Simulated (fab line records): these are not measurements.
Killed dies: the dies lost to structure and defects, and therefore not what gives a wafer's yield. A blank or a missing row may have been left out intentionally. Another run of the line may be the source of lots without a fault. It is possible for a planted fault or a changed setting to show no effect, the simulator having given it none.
Which tool did it?	flow berkeleyCmos170	21 wafers from 7 lots sampled at 3 of the route's 331 steps

== WHAT THE GAUGES SHOWED, per wafer ==
UCB170_SDANNEAL_RS_MEAS_04: a four-point-probe measurement.
lot	measured	on	PLDD_RS (ohm/sq)
L387	day 7 07:33	filmMetro-01	1035.1 1031.6 1033.9
L390	day 7 21:45	filmMetro-04	1034.1 1033.3 1033.4
L395	day 9 05:10	filmMetro-04	973.9 974.5 974.7
L397	day 9 20:26	filmMetro-01	1039.0 1035.8 1034.5
L399	day 9 19:59	filmMetro-01	1034.0 1033.9 1037.6
L408	day 11 15:40	filmMetro-04	1034.8 1034.9 1033.6
L410	day 11 15:49	filmMetro-01	1032.9 1031.4 1034.5

== TOOL THAT RAN EACH LOT (tool first, then ch and the chambers of the sampled wafers, then the start) ==
lot	UCB170_SPACER_ANNEAL_02	UCB170_BACKSIDE_STRIP_03
L387	furnace-01 ch 0, day 7 00:33	plasmaAsher-04 ch 0,1, day 7 06:49
L390	furnace-03 ch 0, day 7 14:35	plasmaAsher-01 ch 0,1, day 7 21:05
L395	furnace-04 ch 0, day 8 21:46	plasmaAsher-04 ch 0,1, day 9 04:21
L397	furnace-03 ch 0, day 9 10:25	plasmaAsher-03 ch 0,1, day 9 19:35
L399	furnace-03 ch 0, day 9 10:25	plasmaAsher-03 ch 0,1, day 9 19:10
L408	furnace-03 ch 0, day 11 04:42	plasmaAsher-04 ch 0,1, day 11 15:01
L410	furnace-03 ch 0, day 11 04:42	plasmaAsher-04 ch 0,1, day 11 15:05
- UCB170_SPACER_ANNEAL_02: time 1800 s.
- UCB170_BACKSIDE_STRIP_03: strips in O2.

== THE ANSWER, worked out from the rows above alone ==
Rule: what is usual is taken from the lots themselves. Put in order of their means at a reading, lots are off if they are a third of the lots or fewer, leave a main group of 4 or more, and stand apart from it by a gap of 3 or more times the standard deviation of the main group's means; of several such gaps the widest counts. Not used: any main group whose means are identical at the precision the tables above print for the reading. A lot without any number at a reading at which 4 lots or more have one is off too. All remaining lots with rows at the step are treated as sound.
Off: L395, at UCB170_SDANNEAL_RS_MEAS_04 (PLDD_RS). The main group: mean 1034.3 ohm/sq, standard deviation 1.2.
A tool fits if, at a process step before that reading, it ran every lot that is off, and no sound lot after the first of them. The gauges at UCB170_SDANNEAL_RS_MEAS_04 are tried like those tools. One fits: UCB170_SPACER_ANNEAL_02 on furnace-04. It ran no sound lot before its first lot that is off in this sample, so the start can't be narrowed down.

== WHAT THE SIMULATOR PUT IN ==
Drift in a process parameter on furnace-04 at UCB170_SPACER_ANNEAL_02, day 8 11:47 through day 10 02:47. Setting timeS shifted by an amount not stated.
Lots struck among those shown: L395. The rule above found the same.
